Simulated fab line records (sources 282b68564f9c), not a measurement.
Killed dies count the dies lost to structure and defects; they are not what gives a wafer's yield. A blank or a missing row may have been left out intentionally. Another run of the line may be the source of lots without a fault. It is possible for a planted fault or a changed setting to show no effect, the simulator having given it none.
A struck lot beside a sound one    flow ritCmos    43 out of 202 route steps
Sound: these wafers, L631.1, L631.3, L631.6. The struck wafers were L637.1, L637.4, L637.5. Last of all comes the cause.
At each step with rows: each side's tool, then ch and its chambers, then its first start. Under that, the readings that differ: sound wafers    struck wafers    difference of the means    sigmas: that difference in standard deviations of wafers without a fault.
alike: words and numbers the same on both sides, and readings whose means are apart by under 2 such deviations; not compared: readings that were withheld, readings missing a value for some wafer, numbers with overlapping values and no deviation given by the record, and bounds like >300 which may hide the same value.
Wherever a step has rows on one side only, a row that says differs or no value, or a row with sigmas, the two part there. When numbers do not overlap yet have no deviation, they are printed without sigmas and do not part them. A reading missing from all wafers of one side parts the sides only when that side holds two or more wafers.

first, 3 steps without rows for these wafers: RIT_SDANNEAL_CLEAN_00 (cleans in SC1, time 600 s); RIT_SDANNEAL_CLEAN_01 (cleans in dHF, time 30 s); RIT_SDANNEAL_CLEAN_02 (cleans in SC2, time 600 s).
RIT_SDANNEAL_RTA_03: time 5 s.
  sound on rtpAnneal-01 ch 0, day 4 12:32; struck on rtpAnneal-01 ch 0, day 5 18:20
  alike: wafer_temp_C_max
RIT_SDANNEAL_RS_MEAS_04: a four-point-probe measurement.
  sound on filmMetro-04, day 4 12:38; struck on filmMetro-02, day 5 18:23
  alike: PSD_RS
RIT_SDANNEAL_RS_MEAS_05: a four-point-probe measurement.
  sound on filmMetro-04, day 4 12:46; struck on filmMetro-02, day 5 18:31
  alike: NSD_RS
RIT_SDANNEAL_RS_MEAS_06: a four-point-probe measurement.
  sound on filmMetro-04, day 4 12:53; struck on filmMetro-02, day 5 18:38
  alike: PLDD_RS
RIT_SDANNEAL_RS_MEAS_07: a four-point-probe measurement.
  sound on filmMetro-04, day 4 13:00; struck on filmMetro-02, day 5 18:45
  alike: NLDD_RS
then, 1 step without rows for these wafers: RIT_SILICIDE_WET_ETCH_00 (etches SiO2 in BOE, target depth 14 nm, time 15 s).
RIT_SILICIDE_SPUTTER_01: material Ti, target thk 30 nm, time 240 s.
  sound on pvdSputter-03, day 4 13:08; struck on pvdSputter-03, day 5 18:53
  alike: throttleValvePct
RIT_SILICIDE_RS_MEAS_02: a four-point-probe measurement.
  sound on filmMetro-01, day 4 13:17; struck on filmMetro-03, day 5 19:02
  alike: SILICIDE_TI_RS
RIT_SILICIDE_THK_MEAS_03: measures by xrf.
  sound on filmMetro-01, day 4 13:25; struck on filmMetro-03, day 5 19:09
  alike: SILICIDE_TI_THK
RIT_SILICIDE_RTA_04: time 10 s, ramp up 5 s, ramp down 5 s.
  sound on rtpAnneal-02 ch 0, day 4 13:28; struck on rtpAnneal-02 ch 0, day 5 19:13
  alike: wafer_temp_C_max
then, 2 steps without rows for these wafers: RIT_SILICIDE_WET_ETCH_05 (etches Ti in SPM, time 120 s); RIT_SILICIDE_RTA_06 (time 10 s, ramp up 5 s, ramp down 10 s).
RIT_CONTACT_CVD_00: deposits SiO2 from TEOS, target thk 400 nm, time 61 s.
  sound on pecvd-04 ch 1,2, day 4 13:43; struck on pecvd-04 ch 0,1,2, day 5 19:23
  alike: heaterPowerW
RIT_CONTACT_THK_MEAS_01:
  sound on filmMetro-02, day 4 13:46; struck on filmMetro-02, day 5 19:26
  alike: CONTACT_TEOS_THK
then, 6 steps without rows for these wafers: RIT_CONTACT_HMDS_02 (prime time 60 s); RIT_CONTACT_COAT_03 (resist thk 1000 nm); RIT_CONTACT_SOFTBAKE_04 (time 60 s); RIT_CONTACT_EXPOSE_05 (exposes mask M11, target cd 1000 nm); RIT_CONTACT_PEB_06; RIT_CONTACT_DEVELOP_07 (develop time 120 s).
RIT_CONTACT_CD_MEAS_08: target cd 1000 nm.
  sound on cdSem-02, day 4 14:53; struck on cdSem-02, day 5 20:33
reading    sound              struck                difference  sigmas
cdNm (nm)  997.0 997.2 996.5  1004.0 1002.8 1001.4  +5.8        +3
RIT_CONTACT_OVL_MEAS_09:
  sound on overlay-02, day 4 15:01; struck on overlay-02, day 5 20:40
  alike: CONTACT_OVL
then, 1 step without rows for these wafers: RIT_CONTACT_HARDBAKE_10 (time 60 s).
RIT_CONTACT_ETCH_11: etches SiO2 in CHF3/CF4/Ar, stops on TiSi2, target depth 480 nm, time 320 s.
  sound on rieDiel-01 ch 0,1,3, day 4 15:12; struck on rieDiel-01 ch 1,2,3, day 5 21:01
  alike: chamberPressureMTorr, drypumpMotorCurrentA, oesProductAu, throttleValvePct
  not compared: rfHoursCounterH
RIT_CONTACT_STRIP_12: strips in O2, time 180 s.
  sound on plasmaAsher-04 ch 0,1, day 4 15:23; struck on plasmaAsher-01 ch 0,1, day 5 21:12
  alike: chamberPressureMTorr, drypumpMotorCurrentA
  not compared: rfHoursCounterH
RIT_CONTACT_CD_MEAS_90: target cd 1000 nm.
  sound on cdSem-02, day 4 15:34; struck on cdSem-01, day 5 21:23
reading    sound              struck                difference  sigmas
cdNm (nm)  996.3 997.6 996.4  1002.6 1002.9 1001.2  +5.5        +3
then, 3 steps without rows for these wafers: RIT_CONTACT_CLEAN_13 (cleans in SC1, time 600 s); RIT_CONTACT_CLEAN_14 (cleans in SC2, time 600 s); RIT_M1_SPUTTER_00 (material Al, target thk 400 nm, time 500 s).
RIT_M1_RS_MEAS_01: a four-point-probe measurement.
  sound on filmMetro-04, day 4 16:20; struck on filmMetro-04, day 5 22:08
  alike: M1_AL_RS
RIT_M1_THK_MEAS_02: measures by xrf.
  sound on filmMetro-04, day 4 16:27; struck on filmMetro-04, day 5 22:16
  alike: M1_AL_THK
then, 6 steps without rows for these wafers: RIT_M1_HMDS_03 (prime time 60 s); RIT_M1_COAT_04 (resist thk 1300 nm); RIT_M1_SOFTBAKE_05 (time 60 s); RIT_M1_EXPOSE_06 (exposes mask M12, target cd 2600 nm); RIT_M1_PEB_07; RIT_M1_DEVELOP_08 (develop time 68 s).
RIT_M1_CD_MEAS_09: target cd 2600 nm.
  sound on cdSem-02, day 4 17:44; struck on cdSem-02, day 5 23:12
  alike: cdNm
RIT_M1_OVL_MEAS_10:
  sound on overlay-02, day 4 17:51; struck on overlay-01, day 5 23:19
  alike: M1_OVL
RIT_M1_PROBE_99:
  sound on prober-01, day 4 20:23; struck on prober-01, day 6 01:52
reading                            sound              struck             difference  sigmas
model.etest.contactPplus.endOhmUm  44.44 42.13 44.12  49.36 47.77 49.8   +5.41       
model.etest.contactNplus.endOhmUm  41.19 41.05 42.78  47.59 46.89 47.59  +5.68       
model.etest.npolyLine.rsOhmSq      16.71 17.06 16.77  15.65 15.78 15.48  -1.21       
model.etest.ppolyLine.rsOhmSq      16.31 16.42 16.3   15.27 15.29 15.04  -1.14       
model.etest.npolySal.rsOhmSq       4.291 4.337 4.264  3.868 3.994 3.865  -0.388      
model.etest.ppolySal.rsOhmSq       4.214 4.309 4.239  3.892 3.928 3.832  -0.370      
  alike: killed_at_M0_to_M3, killedAtContacts, killedAtFrontEnd, killedDies, killedOpen, killedShort
  not compared: model.etest.npolyLine.lineOhmUm, model.etest.ppolyLine.lineOhmUm

## WHERE THEY PART
Last at RIT_CONTACT_CD_MEAS_90 as far as this record goes, first at RIT_CONTACT_CD_MEAS_08. Later steps at which nothing parts them and some readings are alike: RIT_M1_RS_MEAS_01, RIT_M1_THK_MEAS_02, RIT_M1_CD_MEAS_09, RIT_M1_OVL_MEAS_10, RIT_M1_PROBE_99.

WHY: whatever the simulator had introduced
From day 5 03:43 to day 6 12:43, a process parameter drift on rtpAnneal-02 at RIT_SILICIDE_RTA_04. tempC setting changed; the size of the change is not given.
